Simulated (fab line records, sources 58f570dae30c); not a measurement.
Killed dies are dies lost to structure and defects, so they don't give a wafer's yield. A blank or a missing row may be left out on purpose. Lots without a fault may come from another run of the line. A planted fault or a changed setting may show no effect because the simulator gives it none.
Which tool did it? | flow berkeley_cmos170 | 14 lots, 42 wafers sampled, at 5 steps of a route of 331

WHAT THE GAUGES READ, wafer by wafer
UCB170_V1_CD_MEAS_90: target cd 700 nm.
lot  | measured     | on        | cd_nm (nm)
L948 | day 8 02:31  | cd_sem-01 | 698.3 699.8 698.9
L950 | day 8 21:05  | cd_sem-01 | 701.2 699.0 700.8
L951 | day 8 21:17  | cd_sem-01 | 697.3 697.3 696.4
L947 | day 8 22:20  | cd_sem-02 | 700.2 700.6 700.7
L954 | day 9 22:37  | cd_sem-01 | 698.4 700.0 699.8
L956 | day 10 00:42 | cd_sem-01 | 700.3 699.7 700.4
L959 | day 10 15:33 | cd_sem-02 | 695.8 697.6 696.9
L960 | day 11 05:35 | cd_sem-01 | 699.9 701.9 699.9
L962 | day 11 07:11 | cd_sem-02 | 699.0 698.0 699.6
L964 | day 12 08:32 | cd_sem-02 | 703.5 699.8 700.9
L966 | day 12 13:56 | cd_sem-01 | 700.2 700.7 699.0
L968 | day 12 15:19 | cd_sem-01 | 696.7 697.9 697.0
L970 | day 13 03:23 | cd_sem-02 | 700.2 698.6 700.5
L969 | day 13 04:59 | cd_sem-02 | 699.1 698.8 699.2

WHICH TOOL RAN EACH LOT (tool, then ch and the chambers of the sampled wafers, then the start)
lot  | UCB170_M1_ETCH_11                  | UCB170_M1_METAL_ETCH_12           | UCB170_M1_STRIP_13                   | UCB170_V1_CMP_02
L948 | rie_diel-03 ch 1,2, day 7 21:27    | rie_metal-04 ch 0,1, day 7 21:29  | plasma_asher-03 ch 0,1, day 7 21:38  | cmp-01 ch 0,3, day 7 23:28
L950 | rie_diel-03 ch 0,1,3, day 8 14:52  | rie_metal-04 ch 0,1, day 8 14:55  | plasma_asher-02 ch 0,1, day 8 15:02  | cmp-02 ch 0,1,3, day 8 16:53
L951 | rie_diel-04 ch 0,2,3, day 8 15:16  | rie_metal-03 ch 0,1, day 8 15:18  | plasma_asher-02 ch 0,1, day 8 15:26  | cmp-01 ch 1,2,3, day 8 18:13
L947 | rie_diel-01 ch 0,1,3, day 8 15:52  | rie_metal-04 ch 0,1, day 8 15:56  | plasma_asher-01 ch 0,1, day 8 16:04  | cmp-01 ch 0,2,3, day 8 18:40
L954 | rie_diel-01 ch 0,1,3, day 9 18:35  | rie_metal-04 ch 0, day 9 18:38    | plasma_asher-01 ch 0,1, day 9 18:46  | cmp-02 ch 0,1,3, day 9 20:38
L956 | rie_diel-04 ch 0,2,3, day 9 18:56  | rie_metal-03 ch 0, day 9 18:59    | plasma_asher-02 ch 0, day 9 19:07    | cmp-02 ch 1,2, day 9 21:52
L959 | rie_diel-03 ch 1,2, day 10 10:11   | rie_metal-01 ch 0,1, day 10 10:14 | plasma_asher-03 ch 0,1, day 10 10:22 | cmp-01 ch 1,2, day 10 13:14
L960 | rie_diel-04 ch 0,1,3, day 11 01:26 | rie_metal-01 ch 0,1, day 11 01:29 | plasma_asher-01 ch 0,1, day 11 01:37 | cmp-02 ch 0,1, day 11 03:26
L962 | rie_diel-01 ch 1,2, day 11 01:55   | rie_metal-03 ch 0,1, day 11 01:58 | plasma_asher-03 ch 0,1, day 11 02:05 | cmp-02 ch 0,1,2, day 11 04:43
L964 | rie_diel-01 ch 1,2,3, day 12 04:29 | rie_metal-03 ch 0,1, day 12 04:31 | plasma_asher-01 ch 0,1, day 12 04:39 | cmp-02 ch 1,2,3, day 12 06:25
L966 | rie_diel-01 ch 0,1,3, day 12 09:40 | rie_metal-01 ch 0,1, day 12 09:43 | plasma_asher-01 ch 0,1, day 12 09:51 | cmp-01 ch 0,1, day 12 11:37
L968 | rie_diel-04 ch 0,1,2, day 12 10:29 | rie_metal-03 ch 0,1, day 12 10:32 | plasma_asher-02 ch 0,1, day 12 10:40 | cmp-02 ch 1,3, day 12 12:57
L970 | rie_diel-04 ch 0,1,3, day 12 23:20 | rie_metal-01 ch 0,1, day 12 23:22 | plasma_asher-02 ch 0,1, day 12 23:30 | cmp-01 ch 0,1,3, day 13 01:20
L969 | rie_diel-01 ch 0,1,3, day 13 00:34 | rie_metal-01 ch 0,1, day 13 00:39 | plasma_asher-02 ch 0,1, day 13 00:46 | cmp-01 ch 1,2, day 13 02:43
- UCB170_M1_ETCH_11: etches BARC in N2/H2.
- UCB170_M1_METAL_ETCH_12: etches Al in Cl2/BCl3, stops on PSG, target depth 780 nm, time 130 s.
- UCB170_M1_STRIP_13: strips in O2.
- UCB170_V1_CMP_02: polishes SiO2.

WHAT THE TOOLS THEMSELVES READ (means of the sampled wafers that have a number; where no wafer has one, the mark that the record gives instead)
UCB170_M1_ETCH_11.
lot  | tool        | chamber_pressure_mTorr (mTorr) | drypump_motor_current_A (A) | oes_product_au (a.u.) | throttle_valve_pct (%)
L948 | rie_diel-03 | 29.999                         | 5.3                         | 0.982                 | 13.25
L950 | rie_diel-03 | 29.957                         | 5.9                         | 0.990                 | 13.24
L951 | rie_diel-04 | 30.014                         | 6.0                         | 1.004                 | 13.20
L947 | rie_diel-01 | 30.030                         | 5.4                         | 0.999                 | 13.23
L954 | rie_diel-01 | 29.987                         | 5.3                         | 1.008                 | 13.24
L956 | rie_diel-04 | 29.983                         | 6.0                         | 1.000                 | 13.20
L959 | rie_diel-03 | 30.000                         | 5.3                         | 0.973                 | 13.25
L960 | rie_diel-04 | 29.994                         | 5.6                         | 0.995                 | 13.28
L962 | rie_diel-01 | 29.995                         | 5.3                         | 0.987                 | 13.19
L964 | rie_diel-01 | 30.002                         | 5.0                         | 0.995                 | 13.29
L966 | rie_diel-01 | 30.003                         | 5.4                         | 0.997                 | 13.22
L968 | rie_diel-04 | 30.016                         | 6.1                         | 0.997                 | 13.21
L970 | rie_diel-04 | 29.986                         | 5.6                         | 0.990                 | 13.28
L969 | rie_diel-01 | 30.010                         | 5.4                         | 0.996                 | 13.23

UCB170_M1_METAL_ETCH_12.
lot  | tool         | bcl3_flow_sccm (sccm) | chamber_pressure_mTorr (mTorr) | drypump_motor_current_A (A) | oes_product_au (a.u.) | throttle_valve_pct (%)
L948 | rie_metal-04 | 45.10                 | 11.992                         | 6.0                         | 0.865                 | 24.41
L950 | rie_metal-04 | 45.10                 | 12.006                         | 6.1                         | 0.862                 | 24.34
L951 | rie_metal-03 | 45.00                 | 12.007                         | 5.2                         | 0.868                 | 24.65
L947 | rie_metal-04 | 45.07                 | 12.006                         | 6.0                         | 0.796                 | 24.46
L954 | rie_metal-04 | 45.10                 | 11.982                         | 6.0                         | 0.796                 | 24.53
L956 | rie_metal-03 | 45.27                 | 12.009                         | 4.9                         | 0.870                 | 24.66
L959 | rie_metal-01 | 45.01                 | 12.006                         | 4.9                         | 0.851                 | 24.50
L960 | rie_metal-01 | 45.23                 | 11.995                         | 5.0                         | 0.851                 | 24.49
L962 | rie_metal-03 | 44.92                 | 12.004                         | 5.2                         | 0.868                 | 24.63
L964 | rie_metal-03 | 44.86                 | 12.007                         | 5.4                         | 0.865                 | 24.61
L966 | rie_metal-01 | 44.94                 | 12.005                         | 4.9                         | 0.853                 | 24.51
L968 | rie_metal-03 | 45.01                 | 11.989                         | 5.4                         | 0.864                 | 24.62
L970 | rie_metal-01 | 45.12                 | 12.002                         | 5.0                         | 0.856                 | 24.50
L969 | rie_metal-01 | 45.02                 | 12.001                         | 4.9                         | 0.851                 | 24.50

UCB170_M1_STRIP_13.
lot  | tool            | chamber_pressure_mTorr (mTorr) | drypump_motor_current_A (A) | oes_product_au (a.u.)
L948 | plasma_asher-03 | 3498                           | 5.6                         | 0.722
L950 | plasma_asher-02 | 3499                           | 5.9                         | 0.715
L951 | plasma_asher-02 | 3500                           | 5.9                         | 0.717
L947 | plasma_asher-01 | 3496                           | 5.5                         | 0.703
L954 | plasma_asher-01 | 3498                           | 5.5                         | 0.708
L956 | plasma_asher-02 | 3497                           | 6.4                         | 0.720
L959 | plasma_asher-03 | 3501                           | 5.6                         | 0.722
L960 | plasma_asher-01 | 3502                           | 5.8                         | 0.719
L962 | plasma_asher-03 | 3503                           | 5.6                         | 0.717
L964 | plasma_asher-01 | 3501                           | 5.8                         | 0.719
L966 | plasma_asher-01 | 3497                           | 5.5                         | 0.716
L968 | plasma_asher-02 | 3500                           | 5.9                         | 0.722
L970 | plasma_asher-02 | 3498                           | 5.9                         | 0.717
L969 | plasma_asher-02 | 3499                           | 6.2                         | 0.718

UCB170_V1_CMP_02.
lot  | tool   | head_pressure_psi (psi) | motor_current_A (A)
L948 | cmp-01 | 5.990                   | 17.1
L950 | cmp-02 | 5.996                   | 16.7
L951 | cmp-01 | 5.989                   | 17.2
L947 | cmp-01 | 6.004                   | 17.9
L954 | cmp-02 | 6.008                   | 17.5
L956 | cmp-02 | 5.992                   | 18.0
L959 | cmp-01 | 5.994                   | 17.2
L960 | cmp-02 | 6.003                   | 16.5
L962 | cmp-02 | 6.014                   | 17.7
L964 | cmp-02 | 5.993                   | 17.3
L966 | cmp-01 | 6.000                   | 17.8
L968 | cmp-02 | 6.001                   | 17.1
L970 | cmp-01 | 6.002                   | 17.5
L969 | cmp-01 | 6.001                   | 17.8

THE ANSWER, worked out from the rows above alone
Rule: what is usual is taken from the lots themselves. Put in order of their means at a reading, lots are off if they are a third of the lots or fewer, leave a main group of 4 or more, and stand apart from it by a gap of 3 or more times the standard deviation of the main group's means; of several such gaps the widest counts. A main group whose means are all the same, to the digits that the tables above print for the reading, isn't used. A lot without any number at a reading at which 4 lots or more have one is off too. The other lots that the step has rows for count as sound. The gauges are gone through in route order, then the tools' own readings, and for those a lot's mean is taken as printed above. The first step at which some lot is off is used, and at that step the reading that is off furthest; a lot without a number counts as furthest.
Off: L947, L954, at UCB170_M1_METAL_ETCH_12 (oes_product_au). The main group: mean 0.860 a.u., standard deviation 0.0071.
A tool fits if, at that step or a process step before it, it ran every lot that is off, and no sound lot after the first of them. One fits: rie_metal-04 at UCB170_M1_METAL_ETCH_12. Its last sound lot is L950 (day 8 14:55), its first lot that is off L947 (day 8 15:56): a fault that began between those two fits.
The tool's own readings at UCB170_M1_METAL_ETCH_12 bear it out: on the lots that are off they differ by more than 5 times the standard deviation of the sound lots' means. oes_product_au reads 0.796 a.u. there against 0.860 a.u. on the sound lots.

WHAT THE SIMULATOR HAD PUT IN
Process parameter drift: rie_metal-04, from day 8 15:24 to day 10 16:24, at UCB170_M1_METAL_ETCH_12. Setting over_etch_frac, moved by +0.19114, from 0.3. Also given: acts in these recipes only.
Lots struck among those shown: L947, L954. The rule above found the same.
